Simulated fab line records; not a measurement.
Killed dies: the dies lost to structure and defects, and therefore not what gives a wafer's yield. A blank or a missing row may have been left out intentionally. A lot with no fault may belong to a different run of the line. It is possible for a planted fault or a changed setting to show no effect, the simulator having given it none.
Split-lot trial    flow rit_cmos    23 wafers read across 5 lots, on a route 202 steps long

THE SPLIT ITSELF
At RIT_ACTIVE_DEVELOP_10 (develop time 50 s), the setting develop_time_s was moved away from the recipe's 50 s on 7 of the 23 wafers read, by -8.6% to +6.9%. All remaining wafers had this setting at the recipe value.

FROM THE SPLIT TO THE READING: what the file shows between them, 4 steps
- RIT_ACTIVE_CD_MEAS_11: target cd 1400 nm
- RIT_ACTIVE_HARDBAKE_12: time 60 s
- RIT_ACTIVE_ETCH_13: etches Si3N4 in SF6, stops on SiO2, time 210 s, target depth 210 nm
- RIT_ACTIVE_STRIP_14: strips in O2, time 180 s

THE READING
At RIT_ACTIVE_CD_MEAS_90: cd_nm in nanometres, against a target cd of 1400 nm. Typical for fault-free wafers on this fab line: 1400.0 nm, with standard deviation 2.9 nm.

wafer   tool, chamber at the split  develop_time_s as run, s  against the recipe  cd_nm, nm  against lot-mates on the recipe
L074.1  litho_track-04, 0           50                        recipe              1401.3     -
L074.2  litho_track-04, 0           50                        recipe              1401.0     -
L074.3  litho_track-04, 0           50                        recipe              1400.9     -
L074.4  litho_track-04, 0           50                        recipe              1401.2     -
L074.6  litho_track-04, 0           50                        recipe              1400.7     -
L078.1  litho_track-01, 0           50                        recipe              1400.8     -
L078.2  litho_track-01, 0           50                        recipe              1402.9     -
L078.3  litho_track-01, 0           50                        recipe              1402.1     -
L078.5  litho_track-01, 0           52.92                     +5.8%               1398.3     -3.6
L078.6  litho_track-01, 0           52.92                     +5.8%               1396.1     -5.8
L079.1  litho_track-03, 0           50                        recipe              1397.8     -
L079.4  litho_track-03, 0           50                        recipe              1397.2     -
L079.6  litho_track-03, 0           50                        recipe              1397.3     -
L082.1  litho_track-03, 0           53.43                     +6.9%               1394.0     -6.2
L082.2  litho_track-03, 0           53.43                     +6.9%               1392.4     -7.8
L082.3  litho_track-03, 0           50                        recipe              1400.8     -
L082.4  litho_track-03, 0           53.43                     +6.9%               1393.7     -6.5
L082.6  litho_track-03, 0           50                        recipe              1399.7     -
L084.1  litho_track-04, 0           50                        recipe              1402.3     -
L084.2  litho_track-04, 0           45.69                     -8.6%               1413.9     +10.0
L084.4  litho_track-04, 0           45.69                     -8.6%               1412.1     +8.2
L084.5  litho_track-04, 0           50                        recipe              1403.1     -
L084.6  litho_track-04, 0           50                        recipe              1406.3     -

THE FIT
A straight line over all 23 wafers: cd_nm changes by -1.16 nm for each +1% of develop_time_s; r = -0.90; the points scatter about the line by 2.2 nm.
The same after taking each lot's own level away (the mean of its wafers on the recipe; 23 wafers): -0.994 nm for each +1%; r = -0.97; scatter 0.98 nm.
On that fit, the largest move of develop_time_s shifts the reading by 8.6 nm.
The span of the lots' own levels, 1397.43 to 1403.90 nm, comes to 2.2 times the standard deviation stated above.
Thus the slope moves with the lot-to-lot level: the two fits are different.
Check: with one of the wafers moved furthest among these (-8.6%) left out of the fit, the line predicts +8.16 nm for it against its lot-mates. Against them it came out at +10 nm.

OTHER SPLITS ON THESE WAFERS
Other splits were also applied to these wafers ahead of the reading. Each is held against what the fit with the lots' levels taken away leaves over:
other split on the same wafers    wafers away from the commonest value  r with cd_nm (lot level and that fit taken away)
RIT_ACTIVE_CVD_03 pressure_mtorr  18                                    +0.00

THE WHOLE CHAIN: every reading that the file lists as answering this split, in the file's order
step                   what it does                                                         reading                                                        change (the file's fit)                r (the file's)
RIT_ACTIVE_CD_MEAS_11  target cd 1400 nm                                                    cd_nm                                                          -0.992 nm for each +1% of the setting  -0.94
RIT_ACTIVE_ETCH_13     etches Si3N4 in SF6, stops on SiO2, time 210 s, target depth 210 nm  ACTIVE.cd_nm (the simulator's own value, which no gauge read)  -1 nm for each +1% of the setting      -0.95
RIT_ACTIVE_CD_MEAS_90  target cd 1400 nm                                                    cd_nm                                                          -0.985 nm for each +1% of the setting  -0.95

THE FILE'S OWN FIT
cd_nm changes by -0.985 nm for each +1% of develop_time_s, r = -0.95.
